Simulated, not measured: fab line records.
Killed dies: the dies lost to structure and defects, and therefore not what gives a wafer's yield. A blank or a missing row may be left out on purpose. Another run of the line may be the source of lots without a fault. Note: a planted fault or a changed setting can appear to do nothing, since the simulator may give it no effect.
fab line records | flow ritCmos
[record] lots = 5 wafers = 23
route steps=202 shown PRETRO@65 GATE@84 NLDD@104 PLDD@122 SDANNEAL@156 PSD@157 SILICIDE@162 CONTACT@172
startH: the number of hours between the record's first day and the start of the first shown wafer of the lot | waitH: how many hours have passed since the lot's step before this one | " repeats the value in the row above | L1.1+2: a row that stands for several wafers | - no value, or no start given | * or withheld: withheld | < > ~ a bound
route shown NAME@n: NAME is a module with steps in the file, n the number in the route of the first one | usual: average and standard deviation across the fault-free wafers | same: alike in all rows | chamber/n: place in a boat | sites: the reading at each site | _std_site: standard deviation of those values | _edge_site: mean of outer sites minus mean of inner sites | radiusMm: for every site, how far away it sits from the centre of the wafer | mask NAME#n: copy n | behind: tool/chamber where the wafer was last shaped | hold: reason for holding the lot/hours on hold/outcome of the hold | device: names the non-switching transistor (n, p or np) | end of line: tests run on the same wafers once the route is complete | a step given without rows: its recipe and nothing more | killed: count of dies lost to structure and defects at first sort (not the wafer's yield) | map: per-die view of a wafer (x killed, . not killed, _ where there is no die)
set.NAME: the setting that was run; set.NAME@STEP: the one run at that earlier step | model.NAME: the simulator's own value behind a step, which no gauge read
lots whose settings were changed on purpose; a table a step, a row a wafer
[[steps]]
[step RIT_PRETRO_COAT_01]
[recipe] resist = NOVOLAK spinRpm = 2000 resistThkNm = 1300
// columns lot.wafer tool chamber startH waitH set.spinRpm model.NOVOLAK_of_PRETRO_COAT_01.thkNm
L076.1 lithoTrack-03 0 42.67 0.1 2000 1303
L076.2+5 " 0 " " 1886 1342
L076.4 " 0 " " 2000 1302
L076.6 " 0 " " 1886 1343
L077.2 lithoTrack-01 0 47.53 0.1 2000 1308
L077.3 " 0 " " 2000 1300
L077.4 " 0 " " 1890 1339
L077.5 " 0 " " 2000 1304
L077.6 " 0 " " 1890 1341
L081.3 lithoTrack-02 0 66.93 0.1 2000 1294
L081.4 " 0 " " 2000 1298
L081.5 " 0 " " 2000 1297
L082.1 lithoTrack-02 0 73.66 0.1 2000 1298
L082.2 " 0 " " 1949 1313
L082.3 " 0 " " 2000 1301
L082.5 " 0 " " 1949 1319
L082.6 " 0 " " 1949 1316
L083.1 lithoTrack-02 0 84.08 0.1 2000 1294
L083.2 " 0 " " 2000 1297
L083.3+5 " 0 " " 2000 1291
L083.6 " 0 " " 2000 1296
[step RIT_PRETRO_SOFTBAKE_02]
[recipe] resist = NOVOLAK tempC = 90 timeS = 60
[step RIT_PRETRO_EXPOSE_03]
[recipe] maskId = M5 na = 0.57 targetCdNm = 43700 doseMj = 250
[step RIT_PRETRO_DEVELOP_05]
[recipe] resist = NOVOLAK developTimeS = 68 devTempC = 23
[step RIT_PRETRO_HARDBAKE_07]
[recipe] resist = NOVOLAK tempC = 140 timeS = 120
// columns lot.wafer tool chamber startH waitH set.spinRpm@PRETRO_COAT_01 model.NOVOLAK_of_PRETRO_COAT_01.thkNm
L076.1 lithoTrack-02 0 43.63 0.0 2000 1140
L076.2+5 " 0 " " 1886 1173
L076.4 " 0 " " 2000 1139
L076.6 " 0 " " 1886 1174
L077.2 lithoTrack-03 0 48.43 0.1 2000 1144
L077.3 " 0 " " 2000 1137
L077.4 " 0 " " 1890 1170
L077.5 " 0 " " 2000 1140
L077.6 " 0 " " 1890 1172
L081.3 lithoTrack-01 0 67.85 0.1 2000 1132
L081.4 " 0 " " 2000 1135
L081.5 " 0 " " 2000 1134
L082.1 lithoTrack-01 0 74.43 0.0 2000 1135
L082.2 " 0 " " 1949 1148
L082.3 " 0 " " 2000 1138
L082.5 " 0 " " 1949 1153
L082.6 " 0 " " 1949 1150
L083.1 lithoTrack-02 0 84.86 0.0 2000 1132
L083.2+6 " 0 " " 2000 1134
L083.3+5 " 0 " " 2000 1129
[step RIT_GATE_CVD_08]
[recipe] material = poly-Si targetThkNm = 250 tempC = 610 precursor = SiH4 timeS = 2220 pressureMtorr = 300 sih4FlowSccm = 100
// columns lot.wafer tool chamber startH waitH set.tempC model.poly-Si_of_GATE_CVD_08.thkNm
L076.1 - - - 0.1 599.5 193.9
L076.2+5 " - " " 599.5 195.3
L076.4 " - " " 599.5 196.5
L076.6 " - " " 599.5 193.3
L077.2 - - - 0.0 623.6 345.7
L077.3 " - " " 623.6 344.3
L077.4 " - " " 623.6 345.4
L077.5 " - " " 623.6 345.2
L077.6 " - " " 623.6 346.5
L081.3 lpcvd-01 0 74.11 0.2 610 249.7
L081.4 " 0 " " 610 250.5
L081.5 " 0 " " 610 251
L082.1 - - - 0.1 600.8 200
L082.2 " - " " 600.8 202.1
L082.3 " - " " 600.8 201.6
L082.5 " - " " 600.8 199.8
L082.6 " - " " 600.8 199.5
L083.1 - - - 0.1 605 222.8
L083.2 " - " " 605 222.7
L083.3 " - " " 605 222.2
L083.5 " - " " 605 221.5
L083.6 " - " " 605 224.3
[step RIT_GATE_THK_MEAS_09]
[recipe] reads = poly-Si_of_GATE_CVD_08
[usual] GATE_POLY_THK = 251.0/2.3
// columns lot.wafer tool chamber startH waitH set.tempC@GATE_CVD_08 GATE_POLY_THK[nm]
L076.1 filmMetro-02 - - - 599.5 193.9
L076.2 " - " " 599.5 195.3
L076.4 " - " " 599.5 196.4
L076.5 " - " " 599.5 195.2
L076.6 " - " " 599.5 193.4
L077.2 filmMetro-04 - - - 623.6 345.7
L077.3 " - " " 623.6 344.1
L077.4 " - " " 623.6 345.2
L077.5 " - " " 623.6 345.5
L077.6 " - " " 623.6 346.2
L081.3 filmMetro-04 - 75.75 0.0 610 249.6
L081.4 " - " " 610 250.4
L081.5 " - " " 610 251.0
L082.1 filmMetro-02 - - - 600.8 200.2
L082.2 " - " " 600.8 202.1
L082.3 " - " " 600.8 201.6
L082.5 " - " " 600.8 200.0
L082.6 " - " " 600.8 199.4
L083.1 filmMetro-04 - - - 605 223.0
L083.2 " - " " 605 222.7
L083.3 " - " " 605 222.3
L083.5 " - " " 605 221.5
L083.6 " - " " 605 224.1
[step RIT_GATE_COAT_11]
[recipe] resist = NOVOLAK spinRpm = 4250 resistThkNm = 850
// columns lot.wafer tool chamber startH waitH set.spinRpm model.NOVOLAK_of_GATE_COAT_11.thkNm
L076.1 lithoTrack-02 0 49.63 0.1 4406 836.7
L076.2 " 0 " " 4250 853
L076.4 " 0 " " 4406 836.5
L076.5 " 0 " " 4250 849.9
L076.6 " 0 " " 4406 836.8
L077.2 lithoTrack-04 0 55.67 0.1 4250 853
L077.3 " 0 " " 4250 852.1
L077.4 " 0 " " 4390 839.3
L077.5 " 0 " " 4390 837.1
L077.6 " 0 " " 4390 837.4
L081.3 lithoTrack-04 0 75.99 0.1 4250 849.6
L081.4 " 0 " " 4250 853.3
L081.5 " 0 " " 4250 851.3
L082.1 lithoTrack-01 0 85.89 0.1 4250 849.7
L082.2 " 0 " " 4250 846.4
L082.3 " 0 " " 4250 848
L082.5 " 0 " " 4250 846.8
L082.6 " 0 " " 4250 849.3
L083.1 lithoTrack-02 0 91.32 0.1 4396 836.6
L083.2 " 0 " " 4250 849.9
L083.3 " 0 " " 4250 848.6
L083.5 " 0 " " 4396 835.1
L083.6 " 0 " " 4250 851.8
[step RIT_GATE_DEVELOP_15]
[recipe] resist = NOVOLAK developTimeS = 50 devTempC = 23
// columns lot.wafer tool chamber startH waitH set.devTempC
L076.1+4+5 lithoTrack-02 0 - - 19.47
L076.2+6 " 0 " " 23
L077.2+4+6 lithoTrack-04 0 - - 23
L077.3+5 " 0 " " 19.86
L081.3+4+5 lithoTrack-02 0 - - 23
L082.1+2+3+5+6 lithoTrack-04 0 - - 23
L083.1+3+5 lithoTrack-02 0 - - 25
L083.2+6 " 0 " " 23
[step RIT_GATE_HARDBAKE_18]
[recipe] resist = NOVOLAK tempC = 140 timeS = 60
[step RIT_GATE_ETCH_19]
[recipe] chemistry = SF6/CHF3/O2 timeS = 165 SF6_flow_sccm = 30 CHF3_flow_sccm = 30 O2_flow_sccm = 5 target = poly-Si pressureMtorr = 40 rfW = 160 targetDepthA = 3125 overEtchFrac = 0.25 stopOn = SiO2
[usual] oesProductAu = 0.849/0.014
// columns lot.wafer tool chamber startH waitH set.tempC@GATE_CVD_08 oesProductAu
L076.1 rieSi-01 0 50.76 0.1 599.5 0.730
L076.2 " 2 " " 599.5 0.713
L076.4 " 1 " " 599.5 0.717
L076.5 " 1 " " 599.5 0.714
L076.6 " 0 " " 599.5 0.734
L077.2 rieSi-02 0 56.78 0.1 623.6 1.006
L077.3 " 3 " " 623.6 1.020
L077.4 " 1 " " 623.6 0.996
L077.5 " 3 " " 623.6 1.030
L077.6 " 0 " " 623.6 1.017
L081.3 rieSi-02 0 76.95 0.1 610 0.841
L081.4 " 3 " " 610 0.847
L081.5 " 2 " " 610 0.863
L082.1 rieSi-01 0 87.02 0.1 600.8 0.741
L082.2 " 1 " " 600.8 0.734
L082.3 " 3 " " 600.8 0.737
L082.5 " 3 " " 600.8 0.735
L082.6 " 2 " " 600.8 0.703
L083.1 rieSi-02 0 92.37 0.1 605 0.773
L083.2 " 1 " " 605 0.776
L083.3 " 2 " " 605 0.791
L083.5 " 2 " " 605 0.783
L083.6 " 1 " " 605 0.779
[step RIT_NLDD_COAT_01]
[recipe] resist = NOVOLAK spinRpm = 3250 resistThkNm = 1000
// columns lot.wafer tool chamber startH waitH set.spinRpm model.NOVOLAK_of_NLDD_COAT_01.thkNm
L076.1 lithoTrack-01 0 55.84 0.1 3250 1003
L076.2 " 0 " " 3433 974.5
L076.4 " 0 " " 3433 978.3
L076.5 " 0 " " 3433 977
L076.6 " 0 " " 3250 1005
L077.2+5 lithoTrack-01 0 60.35 0.1 3250 1002
L077.3+4 " 0 " " 3250 1003
L077.6 " 0 " " 3250 1001
L081.3 lithoTrack-04 0 84.02 0.1 3250 998.1
L081.4 " 0 " " 3250 997.9
L081.5 " 0 " " 3250 998.4
L082.1+3 lithoTrack-04 0 91.15 0.1 3250 1004
L082.2 " 0 " " 3250 1006
L082.5 " 0 " " 3074 1032
L082.6 " 0 " " 3074 1031
L083.1 lithoTrack-04 0 96.09 0.1 3250 1004
L083.2 " 0 " " 3388 980.7
L083.3 " 0 " " 3250 1001
L083.5 " 0 " " 3388 978.6
L083.6 " 0 " " 3250 999.2
[step RIT_NLDD_SOFTBAKE_02]
[recipe] resist = NOVOLAK tempC = 90 timeS = 60
[step RIT_NLDD_EXPOSE_03]
[recipe] maskId = M7 na = 0.57 targetCdNm = 40700 doseMj = 250
[step RIT_NLDD_DEVELOP_05]
[recipe] resist = NOVOLAK developTimeS = 50 devTempC = 23
[step RIT_NLDD_HARDBAKE_07]
[recipe] resist = NOVOLAK tempC = 140 timeS = 60
// columns lot.wafer tool chamber startH waitH set.spinRpm@NLDD_COAT_01 model.NOVOLAK_of_NLDD_COAT_01.thkNm
L076.1 lithoTrack-03 0 56.58 0.0 3250 886.4
L076.2 " 0 " " 3433 861.4
L076.4 " 0 " " 3433 864.7
L076.5 " 0 " " 3433 863.7
L076.6 " 0 " " 3250 887.8
L077.2 lithoTrack-03 0 61.21 0.0 3250 885.6
L077.3 " 0 " " 3250 886.2
L077.4 " 0 " " 3250 886.1
L077.5 " 0 " " 3250 885.2
L077.6 " 0 " " 3250 884.8
L081.3 lithoTrack-04 0 84.88 0.1 3250 882.1
L081.4 " 0 " " 3250 881.9
L081.5 " 0 " " 3250 882.4
L082.1 lithoTrack-01 0 92.12 0.0 3250 887.3
L082.2 " 0 " " 3250 888.8
L082.3 " 0 " " 3250 887.4
L082.5 " 0 " " 3074 911.5
L082.6 " 0 " " 3074 910.5
L083.1 lithoTrack-01 0 96.83 0.0 3250 887.5
L083.2 " 0 " " 3388 866.8
L083.3 " 0 " " 3250 884.8
L083.5 " 0 " " 3388 865.1
L083.6 " 0 " " 3250 883
[step RIT_PLDD_IMPLANT_08]
[recipe] species = BF2 energyKev = 20 doseCm2 = 9e+14 tiltDeg = 7
// columns lot.wafer tool chamber startH waitH set.doseCm2
L076.1+5+6 implanter-04 0 58.15 0.1 9e+14
L076.2+4 " 0 " " 9.516e+14
L077.2+4+5 implanter-03 0 62.91 0.1 9.593e+14
L077.3+6 " 0 " " 9e+14
L081.3+4+5 implanter-01 0 86.45 0.1 9e+14
L082.1+5+6 implanter-01 0 93.69 0.1 9e+14
L082.2+3 " 0 " " 9.302e+14
L083.1+6 implanter-04 0 98.40 0.1 9e+14
L083.2+3+5 " 0 " " 8.436e+14
[step RIT_SDANNEAL_RTA_03]
[recipe] tempC = 1050 timeS = 5 idleTempC = 600 rampUpCPerS = 342 rampDownCPerS = 171 coolToC = 600 ambient = N2
// columns lot.wafer tool chamber startH waitH set.timeS
L076.1+2+6 rtpAnneal-02 0 64.24 0.0 4.375
L076.4+5 " 0 " " 5
L077.2+3+4+5+6 rtpAnneal-01 0 69.29 0.0 5
L081.3+4+5 rtpAnneal-01 0 92.54 0.0 5
L082.1+3+5 rtpAnneal-02 0 99.99 0.0 4.786
L082.2+6 " 0 " " 5
L083.1+2+3+5+6 rtpAnneal-01 0 104.63 0.0 5
[step RIT_SDANNEAL_RS_MEAS_04]
[recipe] thkMeasGauge = four-point-probe
[usual] PSD_RS = 115.95/0.24
// columns lot.wafer tool chamber startH waitH set.timeS@SDANNEAL_RTA_03 PSD_RS[ohm/sq]
L076.1 filmMetro-03 - 64.30 0.0 4.375 117.43
L076.2 " - " " 4.375 117.67
L076.4 " - " " 5 115.82
L076.5 " - " " 5 115.94
L076.6 " - " " 4.375 117.96
L077.2 filmMetro-01 - 69.35 0.1 5 116.02
L077.3 " - " " 5 116.21
L077.4 " - " " 5 116.17
L077.5 " - " " 5 116.02
L077.6 " - " " 5 116.00
L081.3 filmMetro-04 - 92.62 0.1 5 116.09
L081.4 " - " " 5 115.94
L081.5 " - " " 5 115.87
L082.1 filmMetro-03 - 100.05 0.0 4.786 116.65
L082.2 " - " " 5 115.72
L082.3 " - " " 4.786 116.42
L082.5 " - " " 4.786 116.61
L082.6 " - " " 5 116.16
L083.1 filmMetro-04 - 104.68 0.0 5 115.92
L083.2 " - " " 5 116.11
L083.3 " - " " 5 115.90
L083.5 " - " " 5 116.36
L083.6 " - " " 5 116.32
[step RIT_SDANNEAL_RS_MEAS_06]
[recipe] thkMeasGauge = four-point-probe
[usual] PLDD_RS = 178.6/0.42
// columns lot.wafer tool chamber startH waitH set.doseCm2@PLDD_IMPLANT_08 PLDD_RS[ohm/sq]
L076.1 filmMetro-03 - 64.54 0.1 9e+14 180.2
L076.2 " - " " 9.516e+14 175.9
L076.4 " - " " 9.516e+14 173.7
L076.5 " - " " 9e+14 178.9
L076.6 " - " " 9e+14 180.9
L077.2 filmMetro-01 - 69.59 0.1 9.593e+14 173.2
L077.3 " - " " 9e+14 179.0
L077.4 " - " " 9.593e+14 173.7
L077.5 " - " " 9.593e+14 173.2
L077.6 " - " " 9e+14 179.0
L081.3 filmMetro-04 - 92.86 0.1 9e+14 178.7
L081.4 " - " " 9e+14 179.4
L081.5 " - " " 9e+14 178.1
L082.1 filmMetro-03 - 100.29 0.1 9e+14 179.5
L082.2 " - " " 9.302e+14 175.5
L082.3 " - " " 9.302e+14 176.8
L082.5 " - " " 9e+14 179.9
L082.6 " - " " 9e+14 179.3
L083.1 filmMetro-04 - 104.92 0.1 9e+14 178.2
L083.2 " - " " 8.436e+14 184.6
L083.3 " - " " 8.436e+14 184.6
L083.5 " - " " 8.436e+14 184.6
L083.6 " - " " 9e+14 178.4
[step RIT_SILICIDE_SPUTTER_01]
[recipe] material = Ti targetThkNm = 30 powerW = 350 chamberPressurePa = 0.667 gas = Ar timeS = 240 substrateTempC = 25
// columns lot.wafer tool chamber startH waitH set.powerW model.Ti_of_SILICIDE_SPUTTER_01.thkNm
L076.1 pvdSputter-04 - 64.79 0.0 350 30.1
L076.2 " - " " 350 30.18
L076.4 " - " " 368.9 31.85
L076.5 " - " " 368.9 31.95
L076.6 " - " " 368.9 31.6
L077.2 pvdSputter-03 - 69.83 0.0 350 29.96
L077.3 " - " " 350 30.07
L077.4 " - " " 350 30.21
L077.5 " - " " 350 29.78
L077.6 " - " " 350 30.13
L081.3 pvdSputter-03 - 93.07 0.0 350 30.36
L081.4 " - " " 350 30.25
L081.5 " - " " 350 30.59
L082.1 pvdSputter-04 - 100.54 0.0 314.8 26.96
L082.2 " - " " 350 29.88
L082.3 " - " " 314.8 26.78
L082.5 " - " " 350 30.13
L082.6 " - " " 314.8 27.03
L083.1 pvdSputter-03 - 105.18 0.0 350 30.36
L083.2 " - " " 350 30.01
L083.3 " - " " 350 30.38
L083.5 " - " " 350 30.42
L083.6 " - " " 350 30.29
[step RIT_SILICIDE_RS_MEAS_02]
[recipe] thkMeasGauge = four-point-probe reads = Ti_of_SILICIDE_SPUTTER_01
[usual] SILICIDE_TI_RS = 47.7/0.49
// columns lot.wafer tool chamber startH waitH set.powerW@SILICIDE_SPUTTER_01 SILICIDE_TI_RS[ohm/sq]
L076.1 filmMetro-04 - 64.94 0.1 350 47.7
L076.2 " - " " 350 47.5
L076.4 " - " " 368.9 44.3
L076.5 " - " " 368.9 44.2
L076.6 " - " " 368.9 44.8
L077.2 filmMetro-02 - 70.00 0.1 350 47.9
L077.3 " - " " 350 47.9
L077.4 " - " " 350 47.6
L077.5 " - " " 350 48.4
L077.6 " - " " 350 47.6
L081.3 filmMetro-01 - 93.26 0.1 350 47.3
L081.4 " - " " 350 47.3
L081.5 " - " " 350 46.8
L082.1 filmMetro-02 - 100.69 0.1 314.8 54.7
L082.2 " - " " 350 48.2
L082.3 " - " " 314.8 55.3
L082.5 " - " " 350 47.6
L082.6 " - " " 314.8 54.7
L083.1 filmMetro-02 - 105.33 0.1 350 47.3
L083.2 " - " " 350 47.9
L083.3 " - " " 350 47.1
L083.5 " - " " 350 47.1
L083.6 " - " " 350 47.3
[step RIT_SILICIDE_THK_MEAS_03]
[recipe] thkMeasGauge = xrf reads = Ti_of_SILICIDE_SPUTTER_01
[usual] SILICIDE_TI_THK = 30.06/0.26
// columns lot.wafer tool chamber startH waitH set.powerW@SILICIDE_SPUTTER_01 SILICIDE_TI_THK[nm]
L076.1 filmMetro-04 - 65.06 0.1 350 30.01
L076.2 " - " " 350 29.95
L076.4 " - " " 368.9 31.70
L076.5 " - " " 368.9 31.65
L076.6 " - " " 368.9 31.29
L077.2 filmMetro-02 - 70.11 0.1 350 29.92
L077.3 " - " " 350 30.11
L077.4 " - " " 350 30.27
L077.5 " - " " 350 29.85
L077.6 " - " " 350 30.40
L081.3 filmMetro-01 - 93.36 0.1 350 30.29
L081.4 " - " " 350 30.12
L081.5 " - " " 350 30.52
L082.1 filmMetro-02 - 100.81 0.1 314.8 26.92
L082.2 " - " " 350 29.80
L082.3 " - " " 314.8 26.64
L082.5 " - " " 350 30.08
L082.6 " - " " 314.8 27.06
L083.1 filmMetro-02 - 105.45 0.1 350 30.40
L083.2 " - " " 350 29.95
L083.3 " - " " 350 30.23
L083.5 " - " " 350 30.44
L083.6 " - " " 350 30.27
[step RIT_CONTACT_SOFTBAKE_04]
[recipe] resist = NOVOLAK tempC = 90 timeS = 60
// columns lot.wafer tool chamber startH waitH set.tempC model.NOVOLAK_of_CONTACT_COAT_03.thkNm
L076.1 lithoTrack-01 0 65.71 0.1 93.12 988.1
L076.2 " 0 " " 93.12 988.5
L076.4 " 0 " " 90 999.6
L076.5 " 0 " " 93.12 989.6
L076.6 " 0 " " 90 998
L077.2+4+5 lithoTrack-03 0 70.77 0.1 90 1006
L077.3 " 0 " " 90 1005
L077.6 " 0 " " 90 1004
L081.3 lithoTrack-04 0 94.04 0.1 90 999.8
L081.4 " 0 " " 90 1001
L081.5 " 0 " " 90 996.3
L082.1 lithoTrack-04 0 101.46 0.1 90 1004
L082.2 " 0 " " 93.42 993.9
L082.3 " 0 " " 93.42 995.9
L082.5 " 0 " " 90 1006
L082.6 " 0 " " 93.42 989.4
L083.1 lithoTrack-03 0 106.14 0.1 90 1003
L083.2+3 " 0 " " 90 1001
L083.5 " 0 " " 90 1005
L083.6 " 0 " " 90 1006
[[key]]
[split] step = RIT_PRETRO_COAT_01 setting = spinRpm stated = 2000 by = wafer
[response] step = RIT_PRETRO_COAT_01 reading = model.NOVOLAK_of_PRETRO_COAT_01.thkNm change = -6.69 per = 1% r = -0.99
[response] step = RIT_PRETRO_HARDBAKE_07 reading = model.NOVOLAK_of_PRETRO_COAT_01.thkNm change = -5.77 per = 1% r = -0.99
[split] step = RIT_GATE_CVD_08 setting = tempC stated = 610 by = lot
[response] step = RIT_GATE_CVD_08 reading = model.poly-Si_of_GATE_CVD_08.thkNm change = +38.4 per = 1% r = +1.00
[response] step = RIT_GATE_THK_MEAS_09 reading = GATE_POLY_THK change = +38.4 per = 1% r = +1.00
[response] step = RIT_GATE_ETCH_19 reading = oesProductAu change = +0.0752 per = 1% r = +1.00
[split] step = RIT_GATE_COAT_11 setting = spinRpm stated = 4250 by = wafer
[response] step = RIT_GATE_COAT_11 reading = model.NOVOLAK_of_GATE_COAT_11.thkNm change = -4.19 per = 1% r = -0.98
[split] step = RIT_GATE_DEVELOP_15 setting = devTempC stated = 23 by = wafer
response none clear
[split] step = RIT_NLDD_COAT_01 setting = spinRpm stated = 3250 by = wafer
[response] step = RIT_NLDD_COAT_01 reading = model.NOVOLAK_of_NLDD_COAT_01.thkNm change = -4.93 per = 1% r = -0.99
[response] step = RIT_NLDD_HARDBAKE_07 reading = model.NOVOLAK_of_NLDD_COAT_01.thkNm change = -4.31 per = 1% r = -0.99
[split] step = RIT_PLDD_IMPLANT_08 setting = doseCm2 stated = 9e+14 by = wafer
[response] step = RIT_SDANNEAL_RS_MEAS_06 reading = PLDD_RS change = -0.93 per = 1% r = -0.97
[split] step = RIT_SDANNEAL_RTA_03 setting = timeS stated = 5 by = wafer
[response] step = RIT_SDANNEAL_RS_MEAS_04 reading = PSD_RS change = -0.145 per = 1% r = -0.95
[split] step = RIT_SILICIDE_SPUTTER_01 setting = powerW stated = 350 by = wafer
[response] step = RIT_SILICIDE_SPUTTER_01 reading = model.Ti_of_SILICIDE_SPUTTER_01.thkNm change = +0.306 per = 1% r = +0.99
[response] step = RIT_SILICIDE_RS_MEAS_02 reading = SILICIDE_TI_RS change = -0.671 per = 1% r = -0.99
[response] step = RIT_SILICIDE_THK_MEAS_03 reading = SILICIDE_TI_THK change = +0.302 per = 1% r = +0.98
[split] step = RIT_CONTACT_SOFTBAKE_04 setting = tempC stated = 90 by = wafer
[response] step = RIT_CONTACT_SOFTBAKE_04 reading = model.NOVOLAK_of_CONTACT_COAT_03.thkNm change = -3.06 per = 1% r = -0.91
